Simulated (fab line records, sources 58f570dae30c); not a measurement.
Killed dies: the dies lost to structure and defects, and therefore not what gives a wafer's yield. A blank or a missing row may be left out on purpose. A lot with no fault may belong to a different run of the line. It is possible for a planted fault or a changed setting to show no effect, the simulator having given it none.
Split-lot study :: flow berkeleyCmos170 :: on a route of 331 steps: 5 lots, 23 wafers read

## THE SPLIT ITSELF
At UCB170_NWELL_CVD_04 (deposits Si3N4 from SiH2Cl2/NH3, target thk 224 nm, time 3360 s), the setting tempC was moved away from the recipe's 800 C on 15 of the 23 wafers read, by -1.5% to +2.2%. For the rest of the wafers, this setting stayed at what the recipe calls for.

There is no step in the file separating the split from the reading.

## THE READING
At UCB170_NWELL_THK_MEAS_05: NWELL_NITRIDE_THK, given in nm. Typical for fault-free wafers on this fab line: 222.9 nm, with standard deviation 1.9 nm.

wafer: L074.1
tool, chamber at the split: -, -
tempC as run, C: 787.9
against the recipe: -1.5%
NWELL_NITRIDE_THK, nm: 176.3
against lot-mates on the recipe: no lot-mate on the recipe

wafer: L074.2
tool, chamber at the split: -, -
tempC as run, C: 787.9
against the recipe: -1.5%
NWELL_NITRIDE_THK, nm: 176.7
against lot-mates on the recipe: no lot-mate on the recipe

wafer: L074.3
tool, chamber at the split: -, -
tempC as run, C: 787.9
against the recipe: -1.5%
NWELL_NITRIDE_THK, nm: 176.9
against lot-mates on the recipe: no lot-mate on the recipe

wafer: L074.4
tool, chamber at the split: -, -
tempC as run, C: 787.9
against the recipe: -1.5%
NWELL_NITRIDE_THK, nm: 177.3
against lot-mates on the recipe: no lot-mate on the recipe

wafer: L074.6
tool, chamber at the split: -, -
tempC as run, C: 787.9
against the recipe: -1.5%
NWELL_NITRIDE_THK, nm: 176.9
against lot-mates on the recipe: no lot-mate on the recipe

wafer: L075.1
tool, chamber at the split: -, -
tempC as run, C: 787.7
against the recipe: -1.5%
NWELL_NITRIDE_THK, nm: 180.4
against lot-mates on the recipe: no lot-mate on the recipe

wafer: L075.2
tool, chamber at the split: -, -
tempC as run, C: 787.7
against the recipe: -1.5%
NWELL_NITRIDE_THK, nm: 179.7
against lot-mates on the recipe: no lot-mate on the recipe

wafer: L075.3
tool, chamber at the split: -, -
tempC as run, C: 787.7
against the recipe: -1.5%
NWELL_NITRIDE_THK, nm: 179.5
against lot-mates on the recipe: no lot-mate on the recipe

wafer: L075.5
tool, chamber at the split: -, -
tempC as run, C: 787.7
against the recipe: -1.5%
NWELL_NITRIDE_THK, nm: 178.1
against lot-mates on the recipe: no lot-mate on the recipe

wafer: L075.6
tool, chamber at the split: -, -
tempC as run, C: 787.7
against the recipe: -1.5%
NWELL_NITRIDE_THK, nm: 179.2
against lot-mates on the recipe: no lot-mate on the recipe

wafer: L076.1
tool, chamber at the split: -, -
tempC as run, C: 817.6
against the recipe: +2.2%
NWELL_NITRIDE_THK, nm: 303.3
against lot-mates on the recipe: no lot-mate on the recipe

wafer: L076.2
tool, chamber at the split: -, -
tempC as run, C: 817.6
against the recipe: +2.2%
NWELL_NITRIDE_THK, nm: 302.3
against lot-mates on the recipe: no lot-mate on the recipe

wafer: L076.3
tool, chamber at the split: -, -
tempC as run, C: 817.6
against the recipe: +2.2%
NWELL_NITRIDE_THK, nm: 301.9
against lot-mates on the recipe: no lot-mate on the recipe

wafer: L076.5
tool, chamber at the split: -, -
tempC as run, C: 817.6
against the recipe: +2.2%
NWELL_NITRIDE_THK, nm: 303.1
against lot-mates on the recipe: no lot-mate on the recipe

wafer: L076.6
tool, chamber at the split: -, -
tempC as run, C: 817.6
against the recipe: +2.2%
NWELL_NITRIDE_THK, nm: 301.2
against lot-mates on the recipe: no lot-mate on the recipe

wafer: L079.1
tool, chamber at the split: -, -
tempC as run, C: 800
against the recipe: recipe
NWELL_NITRIDE_THK, nm: 222.2
against lot-mates on the recipe: -

wafer: L079.2
tool, chamber at the split: -, -
tempC as run, C: 800
against the recipe: recipe
NWELL_NITRIDE_THK, nm: 221.5
against lot-mates on the recipe: -

wafer: L079.3
tool, chamber at the split: -, -
tempC as run, C: 800
against the recipe: recipe
NWELL_NITRIDE_THK, nm: 223.2
against lot-mates on the recipe: -

wafer: L079.5
tool, chamber at the split: -, -
tempC as run, C: 800
against the recipe: recipe
NWELL_NITRIDE_THK, nm: 223.3
against lot-mates on the recipe: -

wafer: L079.6
tool, chamber at the split: -, -
tempC as run, C: 800
against the recipe: recipe
NWELL_NITRIDE_THK, nm: 220.1
against lot-mates on the recipe: -

wafer: L084.2
tool, chamber at the split: lpcvd-02, 0
tempC as run, C: 800
against the recipe: recipe
NWELL_NITRIDE_THK, nm: 223.6
against lot-mates on the recipe: -

wafer: L084.3
tool, chamber at the split: lpcvd-02, 0
tempC as run, C: 800
against the recipe: recipe
NWELL_NITRIDE_THK, nm: 223.4
against lot-mates on the recipe: -

wafer: L084.5
tool, chamber at the split: lpcvd-02, 0
tempC as run, C: 800
against the recipe: recipe
NWELL_NITRIDE_THK, nm: 223.3
against lot-mates on the recipe: -

FIT RESULTS
A straight line over all 23 wafers: NWELL_NITRIDE_THK changes by +33.2 nm for each +1% of tempC; r = +1.00; the points scatter about the line by 3.5 nm.
Too few moved wafers have a lot-mate on the recipe to fit a line with each lot's own level taken away.

## THE WHOLE CHAIN: every reading that the file lists as answering this split, in the file's order
step: UCB170_NWELL_CVD_04
what it does: deposits Si3N4 from SiH2Cl2/NH3, target thk 224 nm, time 3360 s
reading: Si3N4_of_NWELL_CVD_04.thkNm (the simulator's own value, which no gauge read)
change (the file's fit): +33.2 nm for each +1% of the setting
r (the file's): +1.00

step: UCB170_NWELL_THK_MEAS_05
what it does: 
reading: NWELL_NITRIDE_THK
change (the file's fit): +33.2 for each +1% of the setting
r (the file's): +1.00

step: UCB170_NWELL_ETCH_13
what it does: etches Si3N4 in CH3F/Ar/O2, stops on SiO2, target depth 246.4 nm, time 154 s
reading: etch.depthNm (the simulator's own value, which no gauge read)
change (the file's fit): +19.1 nm for each +1% of the setting
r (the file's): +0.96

## THE FILE'S OWN FIT
NWELL_NITRIDE_THK changes by +33.2 nm for each +1% of tempC, r = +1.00.
